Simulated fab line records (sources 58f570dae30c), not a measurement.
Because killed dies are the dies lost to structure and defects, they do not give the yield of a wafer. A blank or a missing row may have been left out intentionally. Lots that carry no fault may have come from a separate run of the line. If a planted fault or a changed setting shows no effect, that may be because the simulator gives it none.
What tool caused it? -- flow berkeleyCmos170 -- Sampling: 14 lots, 42 wafers, 5 of 331 route steps

WHAT THE GAUGES SHOWED, per wafer
UCB170_NWELL_THK_MEAS_05.
lot,measured,on,NWELL_NITRIDE_THK (nm)
L834,day 2 01:23,filmMetro-02,224.6 224.1 225.0
L835,day 2 06:34,filmMetro-02,228.7 229.3 228.0
L836,day 2 15:18,filmMetro-02,226.2 225.3 228.1
L837,day 2 15:21,filmMetro-02,223.5 222.7 220.2
L838,day 3 00:30,filmMetro-03,223.3 223.2 222.5
L839,day 3 04:55,filmMetro-03,222.8 223.1 224.3
L841,day 3 12:59,filmMetro-02,224.7 224.3 225.9
L842,day 3 16:29,filmMetro-04,223.5 224.2 223.1
L845,day 4 14:28,filmMetro-04,226.0 226.4 227.0
L848,day 5 00:13,filmMetro-03,223.7 223.7 223.2
L849,day 5 08:14,filmMetro-02,224.8 226.0 225.3
L854,day 6 07:48,filmMetro-02,225.6 225.0 225.9
L856,day 6 21:46,filmMetro-04,220.4 220.7 220.9
L857,day 6 21:46,filmMetro-03,224.7 221.9 221.9

UCB170_NVT_TW_MEAS_09.
lot,measured,on,NVT_TW
L834,day 5 14:17,filmMetro-03,525 524 523
L835,day 5 13:16,filmMetro-04,525 525 525
L836,day 5 13:59,filmMetro-02,536 531 534
L837,day 5 13:40,filmMetro-03,524 523 527
L838,day 5 23:15,filmMetro-02,533 530 531
L839,day 6 07:51,filmMetro-03,521 523 522
L841,day 6 16:11,filmMetro-04,522 523 520
L842,day 6 16:27,filmMetro-02,533 527 532
L845,day 7 11:57,filmMetro-03,522 522 522
L848,day 7 23:50,filmMetro-02,625 624 626
L849,day 8 11:13,filmMetro-04,622 625 619
L854,day 9 14:50,filmMetro-03,524 523 524
L856,day 10 03:06,filmMetro-03,526 522 525
L857,day 10 03:22,filmMetro-04,524 522 522

UCB170_V2_OVL_MEAS_13.
lot,measured,on,V2_OVL (nm)
L834,day 7 14:32,overlay-01,-11 -4 -9
L835,day 7 13:58,overlay-02,2 5 4
L836,day 7 15:07,overlay-02,-6 -10 0
L837,day 7 14:15,overlay-02,-8 5 -1
L838,day 7 21:38,overlay-02,-9 -4 -1
L839,day 8 03:19,overlay-02,-5 -2 -8
L841,day 8 20:07,overlay-02,-9 -10 -16
L842,day 8 20:00,overlay-01,8 4 0
L845,day 9 17:37,overlay-02,-1 0 1
L848,day 9 22:38,overlay-01,2 4 2
L849,day 10 15:49,overlay-02,-7 -15 -5
L854,day 11 13:19,overlay-02,-5 -6 -8
L856,day 12 06:14,overlay-01,6 10 7
L857,day 12 05:31,overlay-02,-4 0 -8

TOOL THAT RAN EACH LOT (tool first, then ch and the chambers of the sampled wafers, then the start)
lot,UCB170_NVT_IMPLANT_07,UCB170_CONTACT_STRIP_06
L834,"implanter-01 ch 0, day 5 14:04","plasmaAsher-04 ch 0,1, day 7 00:05"
L835,"implanter-03 ch 0, day 5 13:01","plasmaAsher-02 ch 0,1, day 6 20:01"
L836,"implanter-03 ch 0, day 5 13:46","plasmaAsher-02 ch 0,1, day 7 00:17"
L837,"implanter-02 ch 0, day 5 13:25","plasmaAsher-01 ch 0,1, day 7 00:04"
L838,"implanter-01 ch 0, day 5 23:00","plasmaAsher-02 ch 0,1, day 7 04:54"
L839,"implanter-02 ch 0, day 6 07:32","plasmaAsher-01 ch 0,1, day 7 12:19"
L841,"implanter-03 ch 0, day 6 15:58","plasmaAsher-04 ch 0,1, day 8 03:14"
L842,"implanter-01 ch 0, day 6 16:14","plasmaAsher-01 ch 0,1, day 8 01:19"
L845,"implanter-03 ch 0, day 7 11:42","plasmaAsher-04 ch 0,1, day 8 20:41"
L848,"implanter-03 ch 0, day 7 23:35","plasmaAsher-01 ch 0,1, day 9 08:12"
L849,"implanter-03 ch 0, day 8 10:58","plasmaAsher-02 ch 0,1, day 9 18:33"
L854,"implanter-01 ch 0, day 9 14:36","plasmaAsher-01 ch 0,1, day 10 22:02"
L856,"implanter-01 ch 0, day 10 02:51","plasmaAsher-02 ch 0,1, day 11 14:36"
L857,"implanter-02 ch 0, day 10 03:08","plasmaAsher-01 ch 0, day 11 14:22"
- UCB170_NVT_IMPLANT_07
- UCB170_CONTACT_STRIP_06: strips in O2.

WHAT THE TOOLS THEMSELVES READ (means of the sampled wafers that have a number; where no wafer has one, the mark that the record gives instead)
UCB170_NVT_IMPLANT_07.
lot,tool,doseIonsCm2,faradayCurrentUA
L834,implanter-01,2.9984e+12,9.44
L835,implanter-03,2.9995e+12,9.54
L836,implanter-03,3.0044e+12,9.75
L837,implanter-02,3.0001e+12,9.41
L838,implanter-01,3.0022e+12,9.41
L839,implanter-02,2.9998e+12,9.49
L841,implanter-03,3.0003e+12,9.47
L842,implanter-01,2.9989e+12,9.51
L845,implanter-03,3.0039e+12,9.55
L848,implanter-03,5.1139e+12,16.31
L849,implanter-03,5.1139e+12,16.27
L854,implanter-01,3.0015e+12,9.49
L856,implanter-01,2.9978e+12,9.59
L857,implanter-02,2.9992e+12,9.59

UCB170_CONTACT_STRIP_06.
lot,tool,drypumpMotorCurrentA (A),o2FlowSccm (sccm),oesProductAu (a.u.),stripTimeToEndpointS (s)
L834,plasmaAsher-04,6.4,400.8,0.733,21.87
L835,plasmaAsher-02,5.4,398.7,0.734,22.01
L836,plasmaAsher-02,5.4,400.0,0.736,21.95
L837,plasmaAsher-01,5.2,400.6,0.728,22.01
L838,plasmaAsher-02,5.4,400.5,0.729,21.93
L839,plasmaAsher-01,5.2,401.3,0.737,21.93
L841,plasmaAsher-04,6.4,399.4,0.736,22.01
L842,plasmaAsher-01,5.5,399.9,0.731,22.04
L845,plasmaAsher-04,6.4,398.1,0.738,21.98
L848,plasmaAsher-01,5.2,400.3,0.737,21.96
L849,plasmaAsher-02,5.4,400.4,0.735,22.02
L854,plasmaAsher-01,5.2,398.9,0.737,21.99
L856,plasmaAsher-02,5.4,400.9,0.735,21.96
L857,plasmaAsher-01,4.8,399.8,0.734,21.87

THE ANSWER, worked out from the rows above alone
Rule: the lots themselves supply what counts as usual. Put in order of their means at a reading, lots are off if they are a third of the lots or fewer, leave a main group of 4 or more, and stand apart from it by a gap of 3 or more times the standard deviation of the main group's means; of several such gaps the widest counts. A main group is skipped when, at the precision printed for the reading in the tables above, its means are all equal. Also off: a lot with no number at a reading for which 4 or more lots have one. All remaining lots with rows at the step are treated as sound. First the gauges in route order, then the tools' own readings, where a lot's mean is used as printed above. The first step at which some lot is off is used, and at that step the reading that is off furthest; a lot without a number counts as furthest.
Off: L848, L849, at UCB170_NVT_TW_MEAS_09 (NVT_TW). The main group: mean 525, standard deviation 3.9.
If a tool, at a process step before that reading, ran all the lots that are off and no sound lot after the first of them, it fits. The gauges at UCB170_NVT_TW_MEAS_09 aren't tried: what is off there is off at UCB170_NVT_IMPLANT_07 too, on other tools, and a gauge's error can't cause that. One fits: UCB170_NVT_IMPLANT_07 on implanter-03. A fault onset in the window from L845 (day 7 11:42, its last sound lot) to L848 (day 7 23:35, its first lot off) fits.
The tool's own readings at UCB170_NVT_IMPLANT_07 bear it out: on the lots that are off they differ by more than 5 times the standard deviation of the sound lots' means. doseIonsCm2 reads 5.1139e+12 there against 3.0005e+12 on the sound lots; faradayCurrentUA reads 16.29 there against 9.52 on the sound lots.

WHAT THE SIMULATOR HAD INSERTED
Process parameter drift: implanter-03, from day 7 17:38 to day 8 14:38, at UCB170_NVT_IMPLANT_07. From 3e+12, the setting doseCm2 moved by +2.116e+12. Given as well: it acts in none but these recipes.
Shown lots that were struck: L848, L849. This agrees with what the rule above found.
